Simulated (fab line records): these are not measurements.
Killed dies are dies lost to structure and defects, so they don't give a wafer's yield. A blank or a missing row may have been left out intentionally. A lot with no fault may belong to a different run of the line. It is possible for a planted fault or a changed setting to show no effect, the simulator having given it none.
The tool behind it: which one? | flow berkeley_cmos170 | 15 lots, 45 wafers sampled, at 4 steps of a route of 331

== WHAT THE GAUGES READ, wafer by wafer ==
UCB170_ACTIVE_THK_MEAS_03.
lot  | measured    | on            | ACTIVE_OXIDE_THK (nm)
L697 | day 4 06:17 | film_metro-04 | 26.1 26.2 26.1
L699 | day 4 17:55 | film_metro-02 | 25.9 25.7 25.8
L698 | day 4 17:54 | film_metro-01 | 26.0 26.1 26.1
L700 | day 5 03:43 | film_metro-02 | 26.4 26.8 26.1
L701 | day 5 08:11 | film_metro-02 | 26.6 26.4 26.5
L702 | day 5 18:39 | film_metro-04 | 26.7 26.0 26.2
L704 | day 5 22:14 | film_metro-04 | 26.0 25.7 26.3
L706 | day 6 05:30 | film_metro-04 | 25.5 25.7 25.8
L710 | day 6 19:49 | film_metro-04 | 25.5 25.7 25.6
L713 | day 7 05:43 | film_metro-01 | 24.7 24.9 24.8
L712 | day 7 10:17 | film_metro-04 | 26.1 26.2 25.8
L715 | day 7 10:14 | film_metro-01 | 25.1 25.2 25.0
L716 | day 8 00:44 | film_metro-04 | 26.3 26.4 26.1
L718 | day 8 07:36 | film_metro-02 | 26.5 26.1 25.9
L719 | day 8 07:37 | film_metro-01 | 27.2 26.9 26.8

UCB170_SCREENOX_THK_MEAS_02.
lot  | measured    | on            | SCREENOX_OXIDE_THK (nm)
L697 | day 5 16:37 | film_metro-01 | 14.37 14.19 14.34
L699 | day 6 04:13 | film_metro-04 | 13.63 13.74 14.24
L698 | day 6 04:09 | film_metro-04 | 14.66 14.18 14.35
L700 | day 6 14:54 | film_metro-02 | 14.08 14.28 14.17
L701 | day 6 14:53 | film_metro-04 | 14.50 14.54 14.42
L702 | day 7 05:24 | film_metro-04 | 14.04 13.95 14.00
L704 | day 7 05:24 | film_metro-01 | 14.17 14.20 14.29
L706 | day 7 11:14 | film_metro-01 | 13.77 13.77 14.28
L710 | day 8 03:59 | film_metro-02 | 14.23 14.35 14.25
L713 | day 8 14:05 | film_metro-04 | 13.89 14.02 13.82
L712 | day 8 16:44 | film_metro-02 | 13.75 13.74 13.75
L715 | day 8 16:46 | film_metro-01 | 14.36 14.32 14.27
L716 | day 9 08:26 | film_metro-04 | 14.36 14.23 14.34
L718 | day 9 16:28 | film_metro-01 | 14.08 14.27 14.29
L719 | day 9 16:29 | film_metro-02 | 14.24 14.08 14.09

UCB170_PLDD_OVL_MEAS_07.
lot  | measured     | on         | PLDD_OVL (nm)
L697 | day 6 13:35  | overlay-01 | -11 -1 -3
L699 | day 7 02:46  | overlay-01 | 12 10 5
L698 | day 7 03:08  | overlay-01 | 4 3 1
L700 | day 7 12:37  | overlay-02 | -1 2 4
L701 | day 7 12:14  | overlay-02 | -10 -13 -8
L702 | day 8 05:21  | overlay-02 | 2 3 0
L704 | day 8 04:40  | overlay-02 | 0 0 -1
L706 | day 8 11:25  | overlay-02 | 9 1 1
L710 | day 8 23:41  | overlay-02 | 2 6 3
L713 | day 9 11:20  | overlay-01 | 3 7 3
L712 | day 9 14:52  | overlay-01 | -3 2 -2
L715 | day 9 14:59  | overlay-02 | 2 0 0
L716 | day 10 08:35 | overlay-01 | 2 2 -3
L718 | day 10 13:21 | overlay-02 | -1 -2 4
L719 | day 10 12:46 | overlay-02 | -6 -2 -1

== TOOL THAT RAN EACH LOT (tool first, then ch and the chambers of the sampled wafers, then the start) ==
lot  | UCB170_PWELL_PEB_11
L697 | litho_track-02 ch 0, day 3 02:49
L699 | litho_track-02 ch 0, day 3 15:50
L698 | litho_track-04 ch 0, day 3 16:09
L700 | litho_track-02 ch 0, day 4 01:16
L701 | litho_track-02 ch 0, day 4 08:16
L702 | litho_track-02 ch 0, day 4 20:56
L704 | litho_track-01 ch 0, day 5 05:46
L706 | litho_track-02 ch 0, day 5 10:35
L710 | litho_track-04 ch 0, day 6 02:58
L713 | litho_track-01 ch 0, day 6 10:18
L712 | litho_track-04 ch 0, day 6 10:22
L715 | litho_track-01 ch 0, day 6 16:16
L716 | litho_track-01 ch 0, day 7 02:58
L718 | litho_track-04 ch 0, day 7 10:42
L719 | litho_track-04 ch 0, day 7 14:26
- UCB170_PWELL_PEB_11

== AS READ BY THE TOOLS THEMSELVES (means over the sampled wafers that have a number; for cases with no such wafer, the mark the record gives instead) ==
UCB170_PWELL_PEB_11.
lot  | tool           | exhaust_pa (Pa) | heater_power_total_W (W) | plate_temp_C (C)
L697 | litho_track-02 | 44.4            | 56.81                    | 130.02
L699 | litho_track-02 | 43.6            | 56.77                    | 130.06
L698 | litho_track-04 | 44.4            | 56.81                    | 130.05
L700 | litho_track-02 | 45.5            | 56.74                    | 130.01
L701 | litho_track-02 | 46.1            | 57.84                    | 131.95
L702 | litho_track-02 | 46.0            | 57.83                    | 131.83
L704 | litho_track-01 | 43.8            | 56.83                    | 130.06
L706 | litho_track-02 | 45.3            | 57.84                    | 131.89
L710 | litho_track-04 | 45.7            | 56.82                    | 129.96
L713 | litho_track-01 | 45.2            | 56.83                    | 129.89
L712 | litho_track-04 | 45.1            | 56.76                    | 130.06
L715 | litho_track-01 | 44.3            | 56.80                    | 130.02
L716 | litho_track-01 | 44.9            | 56.81                    | 129.87
L718 | litho_track-04 | 46.6            | 56.75                    | 129.92
L719 | litho_track-04 | 44.4            | 56.81                    | 130.18

== THE ANSWER, worked out from the rows above alone ==
Rule: what is usual is taken from the lots themselves. Put in order of their means at a reading, lots are off if they are a third of the lots or fewer, leave a main group of 4 or more, and stand apart from it by a gap of 3 or more times the standard deviation of the main group's means; of several such gaps the widest counts. A main group is skipped when, at the precision printed for the reading in the tables above, its means are all equal. A lot without any number at a reading at which 4 lots or more have one is off too. Any other lot the step has rows for is counted as sound. After the gauges, taken in route order, come the tools' own readings; for these a lot's mean is taken, as printed above. The first step at which some lot is off is used, and at that step the reading that is off furthest; a lot without a number counts as furthest.
Off: L701, L702, L706 (UCB170_PWELL_PEB_11, heater_power_total_W). Mean 56.80 W and standard deviation 0.03 in the main group.
If a tool, at that step or one of the process steps before it, ran each lot that is off and ran no sound lot following the first of them, it fits. One fits: litho_track-02 at UCB170_PWELL_PEB_11. A fault onset in the window from L700 (day 4 01:16, its last sound lot) to L701 (day 4 08:16, its first lot off) fits.
The tool's own readings at UCB170_PWELL_PEB_11 bear it out: on the lots that are off they differ by more than 5 times the standard deviation of the sound lots' means. heater_power_total_W reads 57.84 W there against 56.80 W on the sound lots; plate_temp_C reads 131.89 C there against 130.01 C on the sound lots.

== WHAT WAS PUT IN BY THE SIMULATOR ==
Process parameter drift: litho_track-02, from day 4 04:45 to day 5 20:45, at UCB170_PWELL_PEB_11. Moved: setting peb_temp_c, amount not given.
Struck lots among those shown: L701, L702, L706. The rule above reached the same finding.
